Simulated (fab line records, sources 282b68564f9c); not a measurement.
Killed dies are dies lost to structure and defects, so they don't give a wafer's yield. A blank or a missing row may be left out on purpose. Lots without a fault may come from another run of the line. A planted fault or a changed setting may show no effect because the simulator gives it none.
One fault seen from 2 desks | flow rit_cmos | each desk has only its own numbers; what lay behind them comes last

THE METROLOGY DESK
What the gauges read, lot by lot, whatever tool the lot ran on: means of the sampled wafers that have a number. A lot is out of limits, marked OUT, if its mean lies more than 4 standard deviations from the usual mean; the brackets give that distance.
Columns: A = PSD_RS at RIT_SDANNEAL_RS_MEAS_04, usual 116.0 ohm/sq; B = PLDD_RS at RIT_SDANNEAL_RS_MEAS_06, usual 178.4 ohm/sq; C = CONTACT_TEOS_THK at RIT_CONTACT_THK_MEAS_01, usual 399 nm; D = M1_OVL at RIT_M1_OVL_MEAS_10, usual 0.7 nm
lot  | first seen here | A               | B                | C   | D
L378 | day 3 04:26     | 116.3           | 178.9            | 395 | 1.7
L379 | day 3 07:03     | 116.3           | 178.9            | 401 | -1.5
L381 | day 3 21:11     | 115.8           | 178.6            | 397 | 2.0
L382 | day 3 23:58     | 115.7           | 177.8            | 398 | 0.2
L383 | day 4 09:43     | 116.2           | 178.5            | 400 | 0.8
L384 | day 4 12:22     | 115.5           | 177.5            | 395 | 0.0
L386 | day 4 22:38     | 116.4           | 179.4            | 397 | 4.0
L387 | day 5 04:39     | 115.6           | 178.3            | 403 | 1.3
L391 | day 5 20:27     | 116.2           | 178.8            | 405 | 0.1
L392 | day 6 05:06     | 121.3 (+15) OUT | 183.1 (+8.1) OUT | 397 | 0.1
L394 | day 6 16:43     | 121.4 (+15) OUT | 183.5 (+8.9) OUT | 405 | 0.4
L396 | day 7 06:11     | 121.1 (+14) OUT | 183.2 (+8.3) OUT | 395 | 0.6
L397 | day 7 09:32     | 116.5           | 179.2            | 403 | -0.1
L399 | day 7 13:43     | 116.5           | 179.2            | 399 | -0.2
L401 | day 8 02:06     | 115.6           | 178.2            | 395 | 0.1
This desk's finding: out of limits on L392, L394, L396; first on L392, day 6 05:06 (PSD_RS at RIT_SDANNEAL_RS_MEAS_04). In limits: L378, L379, L381, L382, L383, L384, L386, L387, L391, L397, L399, L401.

THE TOOL OWNER'S DESK: rtp_anneal-02
The tool's own readings at RIT_SDANNEAL_RTA_03 (time 5 s): means of the sampled wafers that have a number, for each lot that ran on this tool. A lot is out of limits, marked OUT, if its mean lies more than 4 standard deviations from the usual mean; the brackets give that distance.
Columns: A = wafer_temp_C_max at RIT_SDANNEAL_RTA_03, usual 1053.5
lot  | first seen here | A
L378 | day 3 04:23     | 1053.9
L382 | day 3 23:55     | 1053.4
L384 | day 4 12:15     | 1053.5
L386 | day 4 22:34     | 1053.6
L392 | day 6 05:02     | 1045.1 (-7.0) OUT
L394 | day 6 16:40     | 1045.2 (-6.9) OUT
L396 | day 7 06:08     | 1046.4 (-5.9) OUT
This desk's finding: out of limits on L392, L394, L396; first on L392, day 6 05:02 (wafer_temp_C_max at RIT_SDANNEAL_RTA_03). In limits: L378, L382, L384, L386.

PUT TOGETHER
The tool owner's desk could have raised an alarm at day 6 05:02, on L392, L394, L396.
The metrology desk could have raised an alarm at day 6 05:06, on L392, L394, L396.
Of the lots named, all ran RIT_SDANNEAL_RTA_03 on rtp_anneal-02.

WHAT THE SIMULATOR HAD PUT IN
Process parameter drift: rtp_anneal-02, from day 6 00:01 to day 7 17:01, at RIT_SDANNEAL_RTA_03. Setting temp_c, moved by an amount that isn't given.
Lots struck among those shown: L392, L394, L396.
Hours from the fault's start to each desk's first reading out of limits: the tool owner's desk, 5; the metrology desk, 5.
